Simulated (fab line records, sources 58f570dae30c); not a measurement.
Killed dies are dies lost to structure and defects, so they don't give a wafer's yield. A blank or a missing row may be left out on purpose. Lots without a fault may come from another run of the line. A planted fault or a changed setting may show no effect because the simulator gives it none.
A struck lot beside a sound one | flow berkeley_cmos170 | 15 steps out of a route of 331
Sound: wafers L652.1, L652.2, L652.3. Struck: wafers L668.1, L668.3, L668.5. The cause comes at the end.
At each step with rows: each side's tool, then ch and its chambers, then its first start. Under that, the readings that differ: sound wafers | struck wafers | difference of the means | sigmas: that difference in standard deviations of wafers without a fault.
alike: readings whose means differ by less than 2 such deviations, and words and numbers that are the same on both sides. not compared: withheld readings, readings that some wafer has no value for, bounds like >300 that may hide the same value, and numbers for which the record gives no deviation and whose values overlap.
The two part at a step that has a row with sigmas, a row that says differs or no value, or rows on one side only. Numbers that don't overlap but have no deviation are shown without sigmas and don't part them. A reading that every wafer of one side lacks parts them only if that side has two wafers or more.

UCB170_GATE_STRIP_16: strips in O2.
  sound on plasma_asher-03 ch 0,1, day 7 13:53; struck on plasma_asher-03 ch 0,1, day 10 15:29
  alike: drypump_motor_current_A, oes_product_au
  not compared: rf_hours_counter_h
UCB170_GATE_CD_MEAS_90: target cd 350 nm.
  sound on cd_sem-01, day 7 13:59; struck on cd_sem-01, day 10 16:04
  alike: cd_nm
then, 7 steps without rows for these wafers: UCB170_GATE_CLEAN_17 (cleans in SPM, time 600 s); UCB170_PLDD_HMDS_00 (prime time 60 s); UCB170_PLDD_COAT_01 (resist thk 900 nm); UCB170_PLDD_SOFTBAKE_02 (time 60 s); UCB170_PLDD_EXPOSE_03 (exposes mask PSELECT, target cd 1200 nm); UCB170_PLDD_PEB_04; UCB170_PLDD_DEVELOP_05 (develop time 45 s).
UCB170_PLDD_CD_MEAS_06: target cd 1200 nm.
  sound on cd_sem-01, day 7 16:32; struck on cd_sem-01, day 10 17:13
  alike: cd_nm
UCB170_PLDD_OVL_MEAS_07:
  sound on overlay-02, day 7 16:39; struck on overlay-02, day 10 17:20
  alike: PLDD_OVL
then, 1 step without rows for these wafers: UCB170_PLDD_IMPLANT_08.
UCB170_PLDD_IMPLANT_09:
  sound on implanter-03 ch 0, day 7 16:50; struck on implanter-02 ch 0, day 10 17:31
  reading                   | sound              | struck            | difference | sigmas
  beam_energy_keV           | 10.004 9.996 9.999 | 9.761 9.763 9.765 | -0.237     | -74
  model.implant.drp_nm (nm) | 6.005 6.005 6.005  | 5.904 5.904 5.904 | -0.101     |
UCB170_PLDD_STRIP_10: strips in O2.
  sound on plasma_asher-03 ch 0,1, day 7 16:59; struck on plasma_asher-03 ch 1, day 10 17:40
  alike: drypump_motor_current_A, oes_product_au, strip_time_to_endpoint_s
  not compared: rf_hours_counter_h
UCB170_M3_PROBE_99:
  the record has rows for the sound wafers here (prober-01, day 9 12:40) and none for the struck ones

WHERE THEY PART
First at UCB170_PLDD_IMPLANT_09; last, within this record, at UCB170_M3_PROBE_99.

WHY: what the simulator had put in
Process parameter drift: implanter-02, from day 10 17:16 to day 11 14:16, at UCB170_PLDD_IMPLANT_09. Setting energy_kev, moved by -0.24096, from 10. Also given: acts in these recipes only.
